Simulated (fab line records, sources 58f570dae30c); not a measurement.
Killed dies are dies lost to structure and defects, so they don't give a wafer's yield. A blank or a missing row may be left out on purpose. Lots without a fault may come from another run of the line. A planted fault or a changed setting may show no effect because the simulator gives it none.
Problem report in the 8D (eight disciplines) form, filled by code | flow berkeley_cmos170 | the parts of the form that need people (team, actions taken, sign-off) are left out

1. THE PROBLEM
bias_w at UCB170_M1_ETCH_11 reads a mean of 81.03 W on 6 wafers of 2 lots; wafers without a fault read 99.98 W with a standard deviation of 0.29. That is -65 standard deviations from the usual mean.
The step: etches BARC in N2/H2.
First seen on wafer L238.1, day 10 08:37, on rie_diel-01. The record holds 42 wafers of 14 lots with a number at this step. Rule for "out", or "out of limits": more than 4 standard deviations from the usual mean. The other wafers with a number count as sound.

2. WHAT IT IS AND WHAT IT IS NOT
question                    | is                     | is not
which readings at this step | bias_w                 | drypump_motor_current_A, n2_flow_sccm, throttle_valve_pct
which lots                  | L238, L239             | L222, L223, L224, L226, L227, L229, L231, L232, L233, L235, L236, L237
which wafers of those lots  | all that have a number | -
read on which tools         | rie_diel-01            | rie_diel-03, rie_diel-04
when                        | from day 10 08:37      | up to then (36 sound wafers)

3. SUSPECTS, AND WHAT RULES EACH OUT
Counting: a tool at a process step up to the reading stays a suspect if it ran every lot that is out and no sound lot after the first of them.
- rie_diel-01 at UCB170_M1_ETCH_11 (etches BARC in N2/H2): kept. It ran every lot that is out, first L238 (day 10 08:37), and no sound lot after that; its last sound lot up to then is L235 (day 9 14:32). Its own readings are out on those wafers: bias_w.
Left after counting: rie_diel-01 at UCB170_M1_ETCH_11.

4. THE CAUSE (what the simulator had put in)
Process parameter drift: rie_diel-01, from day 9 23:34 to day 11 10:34, at UCB170_M1_ETCH_11. Setting bias_w, moved by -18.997, from 100. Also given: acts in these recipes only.
Counting left only this tool.

5. THE CHAIN OF EFFECTS, in route order
Each row: a reading whose mean over the struck wafers that have a number lies more than 3 standard deviations from the usual. Only readings for which the record gives a usual standard deviation are gone through. hours: the time from each lot's start at the first step in this table that gives one to its start at this step, as a median over the lots. sigmas: the change in usual standard deviations.
hours | step              | reading        | usual      | on struck wafers | change | sigmas
0     | UCB170_M1_ETCH_11 | bias_w         | 99.98 W    | 81.03            | -18.95 | -65
0     | UCB170_M1_ETCH_11 | oes_product_au | 1.004 a.u. | 0.945            | -0.059 | -3.7
The process steps in it:
- UCB170_M1_ETCH_11: etches BARC in N2/H2.
Later measuring or inspecting steps at which every struck wafer that the step has a row for has a number for every such reading, and none has moved that far: UCB170_M3_RS_MEAS_02.

6. WHAT WOULD HAVE CAUGHT IT SOONER
In this record the first reading out of limits was taken at day 10 08:37, 9 hours after the fault began at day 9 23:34.
